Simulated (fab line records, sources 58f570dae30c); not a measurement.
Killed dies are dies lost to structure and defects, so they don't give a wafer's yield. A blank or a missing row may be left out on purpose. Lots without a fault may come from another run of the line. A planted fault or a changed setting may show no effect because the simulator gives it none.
Which tool did it? | flow berkeley_cmos170 | 6 lots, 18 wafers sampled, at 2 steps of a route of 331

WHAT THE GAUGES READ, wafer by wafer
UCB170_SPACER_THK_MEAS_01.
lot  | measured    | on            | SPACER_TEOS_THK (nm)
L298 | day 6 11:42 | film_metro-02 | 375 375 376
L300 | day 6 20:31 | film_metro-03 | 376 381 382
L299 | day 6 19:49 | film_metro-03 | 380 379 382
L302 | day 7 13:19 | film_metro-04 | 369 365 371
L305 | day 8 06:59 | film_metro-02 | 381 368 384
L313 | day 9 22:49 | film_metro-02 | 249 384 251

WHICH TOOL RAN EACH LOT (tool, then ch and the chambers of the sampled wafers, then the start)
lot  | UCB170_SPACER_CVD_00
L298 | pecvd-04 ch 0,1,2, day 6 11:40
L300 | pecvd-03 ch 0,2, day 6 20:28
L299 | pecvd-03 ch 0,1,2, day 6 19:46
L302 | pecvd-04 ch 0,1, day 7 13:16
L305 | pecvd-03 ch 1,2, day 8 06:56
L313 | pecvd-03 ch 0,2, day 9 22:46
- UCB170_SPACER_CVD_00: deposits SiO2 from TEOS/O2, target thk 376 nm, time 47 s.

THE ANSWER, worked out from the rows above alone
Rule: what is usual is taken from the lots themselves. Put in order of their means at a reading, lots are off if they are a third of the lots or fewer, leave a main group of 4 or more, and stand apart from it by a gap of 3 or more times the standard deviation of the main group's means; of several such gaps the widest counts. A main group whose means are all the same, to the digits that the tables above print for the reading, isn't used. A lot without any number at a reading at which 4 lots or more have one is off too. The other lots that the step has rows for count as sound.
Off: L313, at UCB170_SPACER_THK_MEAS_01 (SPACER_TEOS_THK). The main group: mean 376 nm, standard deviation 4.3.
A tool fits if, at a process step before that reading, it ran every lot that is off, and no sound lot after the first of them. The gauges at UCB170_SPACER_THK_MEAS_01 are tried like those tools. Can't be told from this: 2 tools fit, pecvd-03 at UCB170_SPACER_CVD_00, film_metro-02 at UCB170_SPACER_THK_MEAS_01.

WHAT THE SIMULATOR HAD PUT IN
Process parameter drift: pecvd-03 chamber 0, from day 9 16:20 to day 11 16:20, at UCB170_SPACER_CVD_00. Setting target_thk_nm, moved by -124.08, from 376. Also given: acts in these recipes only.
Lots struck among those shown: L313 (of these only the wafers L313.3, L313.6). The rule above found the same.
